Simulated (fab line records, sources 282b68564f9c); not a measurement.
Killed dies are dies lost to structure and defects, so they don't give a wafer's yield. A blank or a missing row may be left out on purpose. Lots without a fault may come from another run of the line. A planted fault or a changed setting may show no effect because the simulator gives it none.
fab line records | flow rit_cmos
record lots=5 wafers=15 last_day=7
route steps=202 shown NLDD@110 PLDD@114 SPACER@125 NSD@131 PSD@142 M1@202
lots that met no fault: from a run of the same line without faults
start_h: hours from the record's first day to the start of the lot's first wafer shown | wait_h: hours since the lot's step before | " the same as in the row above | L1.1+2: a row that stands for several wafers | - no value, or no start given | * or withheld: withheld | < > ~ a bound
route shown NAME@n: a module of which the file shows steps, and the number in the route of the first | usual: mean/standard deviation of fault-free wafers | same: alike in all rows | chamber/n: place in a boat | sites: the reading at each site | _std_site: their standard deviation | _edge_site: outer sites' mean less inner sites' | radius_mm: how far each site lies from the wafer's centre | mask NAME#n: copy n | behind: the tool/chamber that last shaped the wafer | hold: why the lot was held/for how many hours/how that ended | device: the transistor (n, p or np) that didn't switch | end of line: the same wafers' tests at the end of the route | a step without rows: its recipe alone | killed: dies lost to structure and defects at the first sort, not the wafer's yield | map: a wafer's dies, x killed, . not, _ none there
set.NAME: the setting as run; set.NAME@STEP: as run at that earlier step | model.NAME: the simulator's own value behind a step, which no gauge read
lots at some steps of the route; a table a step, a row a wafer
services: from which hour (start_h, from the record's first day; less than 0 if before it) a tool's chamber was out of use, for how many hours, and why
## steps
# step RIT_NLDD_HARDBAKE_07
# recipe resist=NOVOLAK temp_c=140 time_s=60
# step RIT_NLDD_IMPLANT_08
# recipe species=P energy_kev=20 dose_cm2=5e+14 tilt_deg=7
# step RIT_NLDD_STRIP_09
# recipe chemistry=O2 time_s=180 resist=NOVOLAK platen_temp_c=withheld power_w=500 pressure_mtorr=4000 o2_flow_sccm=4000
# usual drypump_motor_current_A=5.8/0.52
# columns lot.wafer tool chamber start_h wait_h drypump_motor_current_A rf_hours_counter_h
L674.1 plasma_asher-03 1 57.57 0.1 5.4 35
L674.2 " 0 " " 5.4 35
L674.3 " 1 " " 5.4 -
L678.1 plasma_asher-04 0 75.97 0.1 6.3 46
L678.2 " 1 " " 4.8 46
L678.6 " 1 " " 4.8 -
L682.1 plasma_asher-01 0 96.19 0.1 5.9 47
L682.5 " 0 " " 5.9 -
L682.6 " 1 " " 6.0 -
L688.4 plasma_asher-01 0 128.29 0.1 6.0 -
L688.5 " 1 " " 6.0 -
L688.6 " 0 " " 5.9 -
L694.1 plasma_asher-01 0 160.98 0.1 6.0 54
L694.5 " 1 " " 6.1 -
L694.6 " 0 " " 6.0 -
# step RIT_NLDD_TW_MEAS_10
# usual NLDD_TW=2484/31
# columns lot.wafer tool chamber start_h wait_h NLDD_TW
L674.1 film_metro-02 - 57.74 0.1 2495
L674.2 " - " " 2507
L674.3 " - " " 2497
L678.1 film_metro-03 - 76.15 0.1 2507
L678.2 " - " " 2499
L678.6 " - " " 2498
L682.1 film_metro-01 - 96.36 0.1 2457
L682.5 " - " " 2454
L682.6 " - " " 2443
L688.4 film_metro-02 - 128.44 0.1 2499
L688.5 " - " " 2488
L688.6 " - " " 2485
L694.1 film_metro-01 - 161.16 0.1 2447
L694.5 " - " " 2436
L694.6 " - " " 2438
# step RIT_PLDD_HMDS_00
# recipe prime_time_s=60 prime_temp_c=140
# step RIT_PLDD_COAT_01
# recipe resist=NOVOLAK spin_rpm=3250 resist_thk_nm=1000
# step RIT_PLDD_SOFTBAKE_02
# recipe resist=NOVOLAK temp_c=90 time_s=60
# step RIT_PLDD_EXPOSE_03
# recipe mask_id=M8 na=0.57 target_cd_nm=40900 dose_mj=250
# step RIT_PLDD_PEB_04
# recipe resist=NOVOLAK temp_c=withheld time_s=withheld
# step RIT_PLDD_DEVELOP_05
# recipe resist=NOVOLAK develop_time_s=49.22 dev_temp_c=23
# step RIT_PLDD_OVL_MEAS_06
# usual PLDD_OVL=-1.2/1.3
# columns lot.wafer tool chamber start_h wait_h PLDD_OVL[nm]
L674.1 overlay-01 - 58.65 - -0.4
L674.2 " - " " -1.1
L674.3 " - " " 0.2
L678.1 overlay-02 - 77.09 - -2.5
L678.2 " - " " -1.0
L678.6 " - " " -3.1
L682.1 overlay-02 - 97.45 - -0.3
L682.5 " - " " 0.1
L682.6 " - " " -0.8
L688.4 overlay-02 - 129.34 - 1.2
L688.5 " - " " -2.3
L688.6 " - " " -0.3
L694.1 overlay-02 - 162.07 - -2.8
L694.5 " - " " -1.3
L694.6 " - " " -0.9
# step RIT_PLDD_HARDBAKE_07
# recipe resist=NOVOLAK temp_c=140 time_s=60
# step RIT_PLDD_IMPLANT_08
# recipe species=BF2 energy_kev=20 dose_cm2=9e+14 tilt_deg=7
# usual beam_on_s=9.99/0.2 tilt_deg=7.000/0.02
# columns lot.wafer tool chamber start_h wait_h beam_on_s tilt_deg
L674.1 implanter-03 0 58.84 0.1 9.93 7.015
L674.2 " 0 " " 9.71 6.948
L674.3 " 0 " " 9.86 6.963
L678.1 implanter-02 0 77.37 0.1 10.16 6.988
L678.2 " 0 " " 10.42 7.006
L678.6 " 0 " " 10.23 6.976
L682.1 implanter-03 0 97.63 0.1 10.02 7.025
L682.5 " 0 " " 10.00 7.038
L682.6 " 0 " " 9.75 7.009
L688.4 implanter-04 0 129.58 0.1 9.83 7.022
L688.5 " 0 " " 10.10 7.012
L688.6 " 0 " " 9.93 6.981
L694.1 implanter-04 0 162.25 0.1 9.87 6.997
L694.5 " 0 " " 10.21 6.994
L694.6 " 0 " " 9.71 6.985
# step RIT_PLDD_STRIP_09
# recipe chemistry=O2 time_s=180 resist=NOVOLAK platen_temp_c=withheld power_w=500 pressure_mtorr=4000 o2_flow_sccm=4000
# usual drypump_motor_current_A=5.6/0.58
# columns lot.wafer tool chamber start_h wait_h drypump_motor_current_A rf_hours_counter_h
L674.1 plasma_asher-04 0 58.99 0.1 6.3 44
L674.2 " 1 " " 4.9 44
L674.3 " 0 " " 6.3 -
L678.1 plasma_asher-01 1 77.52 0.1 6.0 45
L678.2 " 0 " " 6.0 45
L678.6 " 0 " " 6.0 -
L682.1 plasma_asher-02 1 97.78 0.1 5.5 32
L682.5 " 1 " " 5.5 -
L682.6 " 0 " " 4.7 -
L688.4 plasma_asher-01 0 129.72 0.1 6.0 -
L688.5 " 1 " " 6.0 -
L688.6 " 0 " " 6.0 -
L694.1 plasma_asher-04 1 162.40 0.1 4.9 56
L694.5 " 1 " " 4.9 -
L694.6 " 0 " " 6.3 -
# step RIT_PLDD_TW_MEAS_10
# usual PLDD_TW=2336/32
# columns lot.wafer tool chamber start_h wait_h PLDD_TW
L674.1 film_metro-01 - 59.16 0.1 2309
L674.2 " - " " 2318
L674.3 " - " " 2311
L678.1 film_metro-01 - 77.69 0.1 2302
L678.2 " - " " 2288
L678.6 " - " " 2293
L682.1 film_metro-01 - 97.96 0.1 2303
L682.5 " - " " 2307
L682.6 " - " " 2320
L688.4 film_metro-01 - 129.86 0.1 2300
L688.5 " - " " 2307
L688.6 " - " " 2307
L694.1 film_metro-01 - 162.58 0.1 2300
L694.5 " - " " 2304
L694.6 " - " " 2303
# step RIT_SPACER_CLEAN_00
# recipe chemistry=SC1 mix=3:3:50 time_s=600 temp_c=75
# step RIT_SPACER_CLEAN_01
# recipe chemistry=dHF dilution=50:1 time_s=30
# step RIT_SPACER_CLEAN_02
# recipe chemistry=SC2 mix=3:3:50 time_s=600 temp_c=75 dry=n2_spin
# step RIT_SPACER_CVD_03
# recipe material=Si3N4 target_thk_nm=250 temp_c=810 precursor=SiH2Cl2/NH3 time_s=3300 pressure_mtorr=300 sih2cl2_flow_sccm=60 nh3_flow_sccm=150
# step RIT_SPACER_THK_MEAS_04
# recipe reads=Si3N4_of_SPACER_CVD_03
# usual SPACER_NITRIDE_THK=250.1/2.5
# columns lot.wafer tool chamber start_h wait_h SPACER_NITRIDE_THK[nm]
L674.1 film_metro-01 - 63.18 0.0 248.5
L674.2 " - " " 248.0
L674.3 " - " " 248.7
L678.1 film_metro-04 - 80.05 0.0 256.9
L678.2 " - " " 257.2
L678.6 " - " " 258.3
L682.1 film_metro-04 - 100.45 0.0 249.7
L682.5 " - " " 250.4
L682.6 " - " " 250.4
L688.4 film_metro-04 - 132.24 0.0 249.9
L688.5 " - " " 253.2
L688.6 " - " " 250.1
L694.1 film_metro-01 - 164.96 0.0 251.9
L694.5 " - " " 252.6
L694.6 " - " " 252.5
# step RIT_SPACER_ETCHBACK_05
# recipe target_depth_a=2500 SF6_flow_sccm=30 CHF3_flow_sccm=30 target=Si3N4 chemistry=SF6/CHF3 pressure_mtorr=40 rf_w=250 time_s=229.5 stop_on=SiO2
# usual SF6_flow_sccm=30.01/0.098 drypump_motor_current_A=5.5/0.53 oes_product_au=0.871/0.016 throttle_valve_pct=10.37/0.16
# columns lot.wafer tool chamber start_h wait_h SF6_flow_sccm drypump_motor_current_A oes_product_au rf_hours_counter_h throttle_valve_pct
L674.1 rie_diel-04 3 63.24 0.1 30.05 4.9 0.879 106 10.49
L674.2 " 0 " " 29.96 5.5 0.856 91 10.54
L674.3 " 2 " " 29.91 5.7 0.876 131 10.25
L678.1 rie_diel-04 0 80.11 0.1 29.84 5.5 0.883 92 10.56
L678.2 " 3 " " 30.02 4.9 0.887 106 10.50
L678.6 " 1 " " 29.91 6.4 0.888 - 10.60
L682.1 rie_diel-01 2 100.51 0.1 29.87 5.6 0.883 136 10.40
L682.5 " 3 " " 29.87 4.8 0.859 - 10.44
L682.6 " 2 " " 29.92 5.7 0.894 - 10.42
L688.4 rie_diel-02 3 132.27 0.0 30.19 5.8 0.854 125 10.04
L688.5 " 3 " " 30.18 5.8 0.862 - 10.06
L688.6 " 0 " " 29.95 5.3 0.890 - 10.20
L694.1 rie_diel-02 1 165.02 0.1 29.98 5.8 0.862 120 10.49
L694.5 " 2 " " 30.11 4.9 0.868 - 10.35
L694.6 " 3 " " 29.86 5.8 0.857 - 10.05
# step RIT_NSD_HMDS_00
# recipe prime_time_s=60 prime_temp_c=140
# step RIT_NSD_COAT_01
# recipe resist=NOVOLAK spin_rpm=3250 resist_thk_nm=1000
# step RIT_NSD_SOFTBAKE_02
# recipe resist=NOVOLAK temp_c=90 time_s=60
# step RIT_NSD_EXPOSE_03
# recipe mask_id=M9 na=0.57 target_cd_nm=40700 dose_mj=250
# step RIT_NSD_PEB_04
# recipe resist=NOVOLAK temp_c=withheld time_s=withheld
# step RIT_NSD_DEVELOP_05
# recipe resist=NOVOLAK develop_time_s=50 dev_temp_c=23
# step RIT_NSD_OVL_MEAS_06
# usual NSD_OVL=-0.5/1.2
# columns lot.wafer tool chamber start_h wait_h NSD_OVL[nm]
L674.1 overlay-01 - 64.36 - 0.3
L674.2 " - " " 1.7
L674.3 " - " " 1.0
L678.1 overlay-01 - 81.11 - 0.5
L678.2 " - " " 0.7
L678.6 " - " " 0.6
L682.1 overlay-02 - 101.63 - 0.7
L682.5 " - " " 0.9
L682.6 " - " " -0.4
L688.4 overlay-02 - 133.29 - -0.4
L688.5 " - " " -0.5
L688.6 " - " " -1.1
L694.1 overlay-01 - 166.02 - -0.4
L694.5 " - " " -1.6
L694.6 " - " " -3.8
# step RIT_NSD_HARDBAKE_07
# recipe resist=NOVOLAK temp_c=140 time_s=60
# step RIT_NSD_IMPLANT_08
# recipe species=P energy_kev=25 dose_cm2=1e+15 tilt_deg=7
# step RIT_NSD_STRIP_09
# recipe chemistry=O2 time_s=180 resist=NOVOLAK platen_temp_c=withheld power_w=500 pressure_mtorr=4000 o2_flow_sccm=4000
# usual drypump_motor_current_A=5.6/0.37
# columns lot.wafer tool chamber start_h wait_h drypump_motor_current_A rf_hours_counter_h
L674.1 plasma_asher-03 0 64.70 0.1 5.4 36
L674.2 " 1 " " 5.4 36
L674.3 " 1 " " 5.4 -
L678.1 plasma_asher-03 0 81.45 0.1 5.4 38
L678.2 " 1 " " 5.4 38
L678.6 " 1 " " 5.4 -
L682.1 plasma_asher-03 1 102.01 0.1 5.4 40
L682.5 " 1 " " 5.4 -
L682.6 " 0 " " 5.4 -
L688.4 plasma_asher-01 0 133.66 0.1 6.0 -
L688.5 " 0 " " 6.0 -
L688.6 " 1 " " 6.0 -
L694.1 plasma_asher-03 1 166.35 0.1 5.4 5
L694.5 " 0 " " 5.4 -
L694.6 " 1 " " 5.4 -
# step RIT_NSD_TW_MEAS_10
# usual NSD_TW=3115/38
# columns lot.wafer tool chamber start_h wait_h NSD_TW
L674.1 film_metro-03 - 64.87 0.1 3158
L674.2 " - " " 3167
L674.3 " - " " 3167
L678.1 film_metro-01 - 81.62 0.1 3073
L678.2 " - " " 3059
L678.6 " - " " 3053
L682.1 film_metro-02 - 102.18 0.1 3147
L682.5 " - " " 3153
L682.6 " - " " 3140
L688.4 film_metro-01 - 133.81 0.1 3050
L688.5 " - " " 3078
L688.6 " - " " 3070
L694.1 film_metro-01 - 166.53 0.1 3062
L694.5 " - " " 3061
L694.6 " - " " 3075
# step RIT_PSD_HMDS_00
# recipe prime_time_s=60 prime_temp_c=140
# step RIT_PSD_COAT_01
# recipe resist=NOVOLAK spin_rpm=3250 resist_thk_nm=1000
# step RIT_PSD_SOFTBAKE_02
# recipe resist=NOVOLAK temp_c=90 time_s=60
# step RIT_PSD_EXPOSE_03
# recipe mask_id=M10 na=0.57 target_cd_nm=40900 dose_mj=250
# step RIT_PSD_PEB_04
# recipe resist=NOVOLAK temp_c=withheld time_s=withheld
# step RIT_PSD_DEVELOP_05
# recipe resist=NOVOLAK develop_time_s=50 dev_temp_c=23
# step RIT_PSD_OVL_MEAS_06
# usual PSD_OVL=0.4/1.2
# columns lot.wafer tool chamber start_h wait_h PSD_OVL[nm]
L674.1 overlay-02 - 65.78 - -1.0
L674.2 " - " " -0.1
L674.3 " - " " -0.2
L678.1 overlay-01 - 82.53 - 0.2
L678.2 " - " " 0.7
L678.6 " - " " -0.1
L682.1 overlay-02 - 103.09 - -0.9
L682.5 " - " " 0.8
L682.6 " - " " -1.2
L688.4 overlay-02 - 134.83 - -2.2
L688.5 " - " " -0.3
L688.6 " - " " -0.8
L694.1 overlay-02 - 167.56 - -1.8
L694.5 " - " " 1.2
L694.6 " - " " -0.5
# step RIT_PSD_HARDBAKE_07
# recipe resist=NOVOLAK temp_c=139 time_s=60
# step RIT_PSD_IMPLANT_08
# recipe species=BF2 energy_kev=27 dose_cm2=5e+15 tilt_deg=7
# step RIT_PSD_STRIP_09
# recipe chemistry=O2 time_s=180 resist=NOVOLAK platen_temp_c=withheld power_w=500 pressure_mtorr=4000 o2_flow_sccm=4000
# usual drypump_motor_current_A=5.4/0.55
# columns lot.wafer tool chamber start_h wait_h drypump_motor_current_A rf_hours_counter_h
L674.1 plasma_asher-03 1 66.12 0.1 5.4 36
L674.2 " 0 " " 5.4 36
L674.3 " 1 " " 5.4 -
L678.1 plasma_asher-03 1 82.87 0.1 5.4 38
L678.2 " 0 " " 5.4 38
L678.6 " 1 " " 5.4 -
L682.1 plasma_asher-02 1 103.43 0.1 5.5 32
L682.5 " 0 " " 4.7 -
L682.6 " 1 " " 5.5 -
L688.4 plasma_asher-04 0 135.21 0.1 6.3 -
L688.5 " 1 " " 4.8 -
L688.6 " 0 " " 6.3 -
L694.1 plasma_asher-02 0 167.90 0.1 4.7 39
L694.5 " 0 " " 4.7 -
L694.6 " 1 " " 5.5 -
# step RIT_M1_PROBE_99
# usual killed_at_contacts=0.0/0.2 killed_at_front_end=7/3.1 killed_dies=7/3.1 killed_open=3.5/1.9 killed_short=3.6/2.1
# same gross_dies=264 killed_at_M0_to_M3=0 killed_at_M4_up=0 killed_at_back_side=0 killed_at_other=0
# columns lot.wafer tool chamber start_h wait_h killed_at_contacts killed_at_front_end killed_dies killed_open killed_short model.etest.pldd.rs_ohm_sq_rim_less_centre model.etest.pldd.rs_ohm_sq_range model.etest.pmos_0p15.drive_ua_um_rim_less_centre model.etest.pmos_0p15.drive_ua_um_range model.etest.pmos_0p15.gate_bv_v model.etest.pmos_0p15.bv_v model.etest.pmos_0p3.bv_v model.etest.antenna_poly.vt_shift_v
L674.1 prober-01 - 74.14 0.1 0 9 9 4 5 -11.1 13.92 7.502 8.304 4.823 5.737 5.737 -0.006517
L674.2 prober-01 - 74.19 0.1 0 9 9 3 6 -10.6 13.76 4.191 6.792 4.756 5.711 5.711 -0.005351
L674.3 prober-01 - 74.24 0.2 0 5 5 2 3 -3.504 14.65 3.96 5.461 4.706 5.692 5.691 -0.005315
L678.1 prober-01 - 90.90 0.1 0 2 2 0 2 -7.661 9.633 2.72 5.388 4.795 5.726 5.725 -0.01276
L678.2 prober-01 - 90.95 0.1 0 10 10 3 7 3.147 9.64 0.5161 1.927 4.818 5.722 5.722 -0.008543
L678.6 prober-01 - 91.15 0.2 0 5 5 3 2 -1.416 12.59 1.047 3.881 4.781 5.685 5.685 -0.00794
L682.1 prober-01 - 111.38 0.1 0 6 6 2 4 -42.5 45.12 3.548 6.031 4.359 5.384 5.383 -0.01757
L682.5 prober-01 - 111.58 0.2 0 6 6 2 4 -44.32 46.94 7.772 9.287 4.377 5.388 5.387 -0.0206
L682.6 prober-01 - 111.63 0.2 0 6 6 3 3 -45.08 49.79 6.417 7.876 4.361 5.382 5.382 -0.01934
L688.4 prober-01 - 143.59 0.2 0 7 7 3 4 -3.153 12.11 2.611 3.745 4.659 5.609 5.609 -0.004671
L688.5 prober-01 - 143.64 0.2 0 5 5 2 3 -1.131 11.53 2.572 4.106 4.654 5.611 5.61 -0.01273
L688.6 prober-01 - 143.69 0.2 0 16 16 8 8 -4.292 6.071 1.974 4.402 4.621 5.602 5.602 -0.005232
L694.1 prober-01 - 176.41 0.1 0 5 5 2 3 -5.416 9.456 2.488 3.924 4.727 5.688 5.687 -0.008079
L694.5 prober-01 - 176.61 0.2 1 11 12 7 5 2.631 12.72 3.686 5.373 4.766 5.679 5.679 -0.008142
L694.6 prober-01 - 176.66 0.2 0 4 4 2 2 1.072 10.88 2.723 3.654 4.766 5.703 5.703 -0.004862
# killed by level:class
L674.1 SPACER:geometric_particle:short=2 FOX1:geometric_particle:short=1 FOX1:geometric_particle:open=1 FOX2:geometric_particle:short=1 FOX2:geometric_particle:open=1 GATE:geometric_particle:short=1 REOX:geometric_particle:open=1 SILICIDE:geometric_particle:open=1
L674.2 REOX:geometric_particle:short=2 SPACER:geometric_particle:short=2 ACTIVE:geometric_particle:open=1 FOX1:geometric_particle:short=1 GATE:geometric_particle:short=1 SPACER:geometric_particle:open=1 SILICIDE:geometric_particle:open=1
L674.3 GATE:geometric_particle:short=2 FOX2:geometric_particle:short=1 GATE:geometric_particle:open=1 SPACER:geometric_particle:open=1
L678.1 FOX2:geometric_particle:short=1 SPACER:geometric_particle:short=1
L678.2 SPACER:geometric_particle:short=4 GATE:geometric_particle:open=2 SILICIDE:geometric_particle:short=2 GATE:geometric_particle:short=1 SILICIDE:geometric_particle:open=1
L678.6 REOX:geometric_particle:short=2 REOX:geometric_particle:open=1 SPACER:geometric_particle:open=1 SILICIDE:geometric_particle:open=1
L682.1 REOX:geometric_particle:open=2 SILICIDE:geometric_particle:short=2 FOX1:geometric_particle:short=1 REOX:geometric_particle:short=1
L682.5 FOX1:geometric_particle:open=1 FOX1:geometric_particle:short=1 FOX2:geometric_particle:open=1 GATE:geometric_particle:short=1 SPACER:geometric_particle:short=1 SILICIDE:geometric_particle:short=1
L682.6 FOX1:geometric_particle:short=2 FOX1:geometric_particle:open=1 REOX:geometric_particle:open=1 SPACER:geometric_particle:open=1 SILICIDE:geometric_particle:short=1
L688.4 GATE:geometric_particle:open=2 GATE:geometric_particle:short=2 SILICIDE:geometric_particle:short=2 REOX:geometric_particle:open=1
L688.5 FOX1:geometric_particle:short=2 FOX1:geometric_particle:open=1 SPACER:geometric_particle:open=1 SILICIDE:geometric_particle:short=1
L688.6 GATE:geometric_particle:open=5 GATE:geometric_particle:short=5 FOX1:geometric_particle:short=1 FOX1:geometric_particle:open=1 FOX2:geometric_particle:short=1 FOX2:geometric_particle:open=1 SPACER:geometric_particle:open=1 SILICIDE:geometric_particle:short=1
L694.1 GATE:geometric_particle:open=1 GATE:geometric_particle:short=1 SPACER:geometric_particle:short=1 SILICIDE:geometric_particle:short=1 SILICIDE:geometric_particle:open=1
L694.5 GATE:geometric_particle:open=3 REOX:geometric_particle:short=2 SILICIDE:geometric_particle:open=2 FOX1:geometric_particle:short=1 FOX1:geometric_particle:open=1 GATE:geometric_particle:short=1 SILICIDE:geometric_particle:short=1 CONTACT:geometric_particle:open=1
L694.6 FOX1:geometric_particle:short=1 REOX:geometric_particle:short=1 REOX:geometric_particle:open=1 SILICIDE:geometric_particle:open=1
## services
# columns tool chamber start_h hours kind
rie_diel-02 3 35.02 13.1 repair
plasma_asher-02 - 50.59 2.3 repair
plasma_asher-01 - 60.14 2.8 pm
implanter-02 - 67.03 3.9 pm
rie_diel-04 0 70.20 2.9 repair
implanter-04 - 76.94 5.0 pm
plasma_asher-02 - 77.20 0.7 repair
plasma_asher-02 - 78.69 1.6 repair
plasma_asher-03 - 79.26 1.9 repair
plasma_asher-02 - 88.25 2.5 repair
rie_diel-01 - 104.43 27.2 repair
plasma_asher-03 - 108.75 9.0 pm
plasma_asher-03 0 108.75 9.0 vent_cycle
plasma_asher-03 1 108.75 9.0 vent_cycle
plasma_asher-03 0 117.75 - clean
plasma_asher-03 1 117.75 - clean
implanter-03 - 123.40 1.6 repair
plasma_asher-03 - 133.45 1.9 repair
implanter-04 - 138.11 7.0 repair
rie_diel-02 0 144.20 - clean
rie_diel-02 0 144.20 13.0 scheduled_down
rie_diel-01 0 145.67 4.8 repair
rie_diel-01 1 151.97 3.9 repair
rie_diel-01 0 159.07 4.2 repair
## key
first_sign none at tools or gauges
model_effect step=RIT_M1_PROBE_99 value=etest.pldd.rs_ohm_sq_rim_less_centre without=-5.558 struck=-43.97
met_at RIT_PLDD_IMPLANT_08
struck_wafers L682.1,L682.5,L682.6
tester_left_out L682
onset_between 58.84 97.63
also_fits RIT_PLDD_STRIP_09:plasma_asher-02,RIT_SPACER_ETCHBACK_05:rie_diel-01
fault kind=process_parameter_drift tool=implanter-03 chamber=- onset_h=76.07 steps=RIT_PLDD_IMPLANT_08 channel=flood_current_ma offset=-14 shape=step end_h=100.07
# tester_left_out: of these lots the tester's yield and bins aren't shown, on N5 and GAA mostly nor the transistor test; their killed dies are dies lost to structure and defects alone, not to doping, threshold or leakage, so they don't give the yield
